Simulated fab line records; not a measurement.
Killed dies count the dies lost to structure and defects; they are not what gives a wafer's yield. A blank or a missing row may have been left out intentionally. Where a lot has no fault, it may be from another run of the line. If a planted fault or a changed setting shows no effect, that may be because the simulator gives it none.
fab line records    flow rit_cmos
record lots=14  wafers=42  last_day=7
route steps=202 shown NSD@139
lots that met no fault: from a run of the same line without faults
start_h: the number of hours between the record's first day and the start of the first shown wafer of the lot    wait_h: how many hours have passed since the lot's step before this one    " the same as in the row above    L1.1+2: several wafers, shown together as one row    - no value, or no start given    * or withheld: withheld    < > ~ a bound
route shown NAME@n: NAME is a module with steps in the file, n the number in the route of the first one    usual: average and standard deviation across the fault-free wafers    same: alike in all rows    chamber/n: place in a boat    sites: per-site readings    _std_site: standard deviation across them    _edge_site: mean of outer sites minus mean of inner sites    radius_mm: how far each site lies from the wafer's centre    mask NAME#n: copy n    behind: the last tool/chamber to shape the wafer    hold: reason for holding the lot/hours on hold/outcome of the hold    device: whichever transistor did not switch (one of n, p or np)    end of line: tests run on the same wafers once the route is complete    a step without rows: its recipe alone    killed: the dies lost at the first sort to structure and to defects; this is not the yield of the wafer    map: a wafer's dies, marking killed ones x, the rest . and places with no die _
set.NAME: the setting the step ran with; set.NAME@STEP: the setting that earlier step ran with    model.NAME: the simulator's own value behind a step, which no gauge read
route steps across a sampled set of lots; one table per step, one row per wafer
services: the hour from which a tool's chamber was out of use, counted from the record's first day as start_h (under 0 if before that day), plus the number of hours and why
## steps
# step RIT_NSD_IMPLANT_08
# recipe species=P  energy_kev=25  dose_cm2=1.023e+15  tilt_deg=7
# usual tilt_deg=7.003/0.019
lot.wafer  tool          chamber  start_h  wait_h  tilt_deg
L281.2     implanter-03  0        54.48    0.1     7.007
L281.3     "             0        "        "       7.006
L281.6     "             0        "        "       7.041
L282.1     implanter-03  0        59.00    0.1     6.984
L282.2     "             0        "        "       6.993
L282.3     "             0        "        "       6.983
L283.2     implanter-01  0        66.52    0.1     7.021
L283.5     "             0        "        "       7.019
L283.6     "             0        "        "       7.028
L285.3     implanter-03  0        71.56    0.1     7.011
L285.5     "             0        "        "       7.008
L285.6     "             0        "        "       7.016
L286.2     implanter-02  0        80.44    0.1     7.023
L286.3     "             0        "        "       6.979
L286.5     "             0        "        "       6.982
L287.1     implanter-01  0        87.38    0.1     7.023
L287.2     "             0        "        "       7.008
L287.5     "             0        "        "       6.989
L288.1     implanter-01  0        92.40    0.1     8.549
L288.4     "             0        "        "       8.540
L288.5     "             0        "        "       8.559
L290.1     implanter-03  0        99.51    0.1     6.987
L290.3     "             0        "        "       6.982
L290.5     "             0        "        "       7.007
L292.1     implanter-01  0        114.95   0.1     8.511
L292.3     "             0        "        "       8.536
L292.4     "             0        "        "       8.527
L295.1     implanter-03  0        124.40   0.1     7.008
L295.3     "             0        "        "       7.021
L295.6     "             0        "        "       7.034
L296.1     implanter-02  0        132.63   0.1     6.998
L296.3     "             0        "        "       6.998
L296.6     "             0        "        "       7.009
L298.3     implanter-02  0        140.72   0.1     7.006
L298.4     "             0        "        "       7.007
L298.5     "             0        "        "       7.001
L301.1     implanter-02  0        152.70   0.1     6.996
L301.3     "             0        "        "       7.011
L301.5     "             0        "        "       6.992
L302.1     implanter-02  0        157.80   0.1     6.984
L302.4     "             0        "        "       6.994
L302.5     "             0        "        "       6.969
# step RIT_SDANNEAL_RS_MEAS_05
# recipe thk_meas_gauge=four-point-probe
# usual NSD_RS=83.05/0.28
lot.wafer  tool           chamber  start_h  wait_h  NSD_RS[ohm/sq]
L281.2     film_metro-03  -        56.84    0.1     83.44
L281.3     "              -        "        "       83.26
L281.6     "              -        "        "       83.29
L282.1     film_metro-04  -        61.51    0.1     83.50
L282.2     "              -        "        "       83.59
L282.3     "              -        "        "       83.47
L283.2     film_metro-01  -        69.00    0.1     82.94
L283.5     "              -        "        "       83.02
L283.6     "              -        "        "       83.10
L285.3     film_metro-03  -        74.20    0.1     82.95
L285.5     "              -        "        "       83.01
L285.6     "              -        "        "       82.83
L286.2     film_metro-01  -        83.26    0.1     82.81
L286.3     "              -        "        "       83.20
L286.5     "              -        "        "       82.65
L287.1     film_metro-01  -        89.86    0.1     82.94
L287.2     "              -        "        "       82.76
L287.5     "              -        "        "       83.06
L288.1     film_metro-01  -        94.98    0.1     -
L288.4     "              -        "        "       -
L288.5     "              -        "        "       -
L290.1     film_metro-03  -        102.15   0.1     83.36
L290.3     "              -        "        "       83.13
L290.5     "              -        "        "       83.05
L292.1     film_metro-03  -        117.51   0.1     -
L292.3     "              -        "        "       -
L292.4     "              -        "        "       -
L295.1     film_metro-04  -        126.91   0.1     83.16
L295.3     "              -        "        "       82.99
L295.6     "              -        "        "       82.95
L296.1     film_metro-04  -        134.98   0.1     83.57
L296.3     "              -        "        "       83.37
L296.6     "              -        "        "       83.63
L298.3     film_metro-03  -        143.36   0.1     83.04
L298.4     "              -        "        "       83.06
L298.5     "              -        "        "       83.08
L301.1     film_metro-03  -        155.18   0.1     83.08
L301.3     "              -        "        "       82.94
L301.5     "              -        "        "       83.25
L302.1     film_metro-01  -        160.28   0.1     83.08
L302.4     "              -        "        "       82.96
L302.5     "              -        "        "       82.75
## services
tool          chamber  start_h  hours  kind
implanter-01  -        67.17    1.5    repair
implanter-01  -        70.49    13.5   repair
implanter-03  -        72.41    9.4    repair
implanter-03  -        146.57   4.5    pm
## key
first_sign step=RIT_NSD_IMPLANT_08  reading=tilt_deg  direction=up  sigmas=80  usual=7.003  struck=8.537
effect step=RIT_SDANNEAL_RS_MEAS_05  reading=NSD_RS  direction=missing
met_at RIT_NSD_IMPLANT_08
struck_lots L288,L292
tester_left_out L288,L292
onset_between 87.38 92.40
fault kind=process_parameter_drift  tool=implanter-01  chamber=-  onset_h=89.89  steps=RIT_NSD_IMPLANT_08  channel=tilt_deg  offset=1.545  shape=step  end_h=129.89  acts_in=these_recipes_only  stated=7
# tester_left_out: of these lots the tester's yield and bins aren't shown, on N5 and GAA mostly nor the transistor test; their killed dies are dies lost to structure and defects alone, not to doping, threshold or leakage, so they don't give the yield
